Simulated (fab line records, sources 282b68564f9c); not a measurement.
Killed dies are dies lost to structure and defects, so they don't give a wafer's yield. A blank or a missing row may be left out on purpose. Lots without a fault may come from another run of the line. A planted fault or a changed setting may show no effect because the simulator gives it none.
A struck lot beside a sound one | flow rit_cmos | 15 steps out of a route of 202
Sound: wafers L848.2, L848.4, L848.6. Struck: wafers L867.2, L867.4, L867.5. The cause comes at the end.
At each step with rows: each side's tool, then ch and its chambers, then its first start. Under that, the readings that differ: sound wafers | struck wafers | difference of the means | sigmas: that difference in standard deviations of wafers without a fault.
alike: readings whose means differ by less than 2 such deviations, and words and numbers that are the same on both sides. not compared: withheld readings, readings that some wafer has no value for, bounds like >300 that may hide the same value, and numbers for which the record gives no deviation and whose values overlap.
The two part at a step that has a row with sigmas, a row that says differs or no value, or rows on one side only. Numbers that don't overlap but have no deviation are shown without sigmas and don't part them. A reading that every wafer of one side lacks parts them only if that side has two wafers or more.

first, 1 step without rows for these wafers: RIT_PRETRO_DEVELOP_05 (develop time 68 s).
RIT_PRETRO_OVL_MEAS_06:
  sound on overlay-02, day 2 10:49; struck on overlay-01, day 6 06:10
  alike: PRETRO_OVL
then, 2 steps without rows for these wafers: RIT_PRETRO_HARDBAKE_07 (time 120 s); RIT_PRETRO_IMPLANT_08.
RIT_PRETRO_STRIP_09: strips in O2, time 180 s.
  sound on plasma_asher-02 ch 0,1, day 2 11:14; struck on plasma_asher-04 ch 1, day 6 06:35
  alike: drypump_motor_current_A
  not compared: rf_hours_counter_h
RIT_PRETRO_TW_MEAS_10:
  sound on film_metro-04, day 2 11:26; struck on film_metro-04, day 6 06:47
  alike: PRETRO_TW
then, 5 steps without rows for these wafers: RIT_GATE_WET_ETCH_00 (etches SiO2 in BOE, target depth 56 nm, time 60 s); RIT_GATE_CLEAN_01 (cleans in SC1, time 600 s); RIT_GATE_CLEAN_02 (cleans in dHF, time 30 s); RIT_GATE_CLEAN_03 (cleans in SC2, time 600 s); RIT_GATE_CLEAN_04 (cleans in dHF, time 60 s).
RIT_FOX2_THK_MEAS_91:
  sound on film_metro-04, day 2 12:01; struck on film_metro-04, day 6 07:16
  reading                     | sound       | struck      | difference | sigmas
  FIELD_OXIDE_LEFT_2_THK (nm) | 237 237 238 | 253 250 255 | +15        | +2
RIT_GATE_OXIDATION_05: target thk 3 nm, ox time 270 s.
  sound on furnace-01 ch 0, day 2 12:25; struck on furnace-01 ch 0, day 6 07:19
  reading                                     | sound             | struck            | difference | sigmas
  model.SiO2_of_GATE_OXIDATION_05.thk_nm (nm) | 3.074 3.029 3.076 | 3.194 3.155 3.132 | +0.101     |
  alike: tube_center_temp_C
then, 1 step without rows for these wafers: RIT_GATE_ANNEAL_06 (time 600 s).
RIT_M1_PROBE_99:
  sound on prober-01, day 3 13:00; struck on prober-01, day 7 10:56
  reading                             | sound             | struck            | difference | sigmas
  model.etest.pmos_0p3.r_on_ohm_um    | 6336 6197 6204    | 6400 6386 6380    | +143       |
  model.etest.nmos_0p15.drive_ua_um   | 470.9 487.6 487.5 | 460.1 465.5 466   | -18.1      |
  model.etest.nmos_0p3.drive_ua_um    | 219.9 227.5 224.4 | 213.6 218.8 218.6 | -6.9       |
  model.etest.pmos_turned.drive_ua_um | 192.6 203.8 200.9 | 191.2 191.6 185.5 | -9.7       |
  alike: killed_at_M0_to_M3, killed_at_contacts, killed_at_front_end, killed_dies, killed_open, killed_short
  not compared: model.etest.nmos_0p3.r_on_ohm_um, model.etest.nmos_narrow.drive_ua_um, model.etest.pmos_0p15.drive_ua_um, model.etest.nmos_turned.drive_ua_um

WHERE THEY PART
Only at RIT_FOX2_THK_MEAS_91, within this record. Later steps at which nothing parts them and some readings are alike: RIT_GATE_OXIDATION_05, RIT_M1_PROBE_99.

WHY: what the simulator had put in
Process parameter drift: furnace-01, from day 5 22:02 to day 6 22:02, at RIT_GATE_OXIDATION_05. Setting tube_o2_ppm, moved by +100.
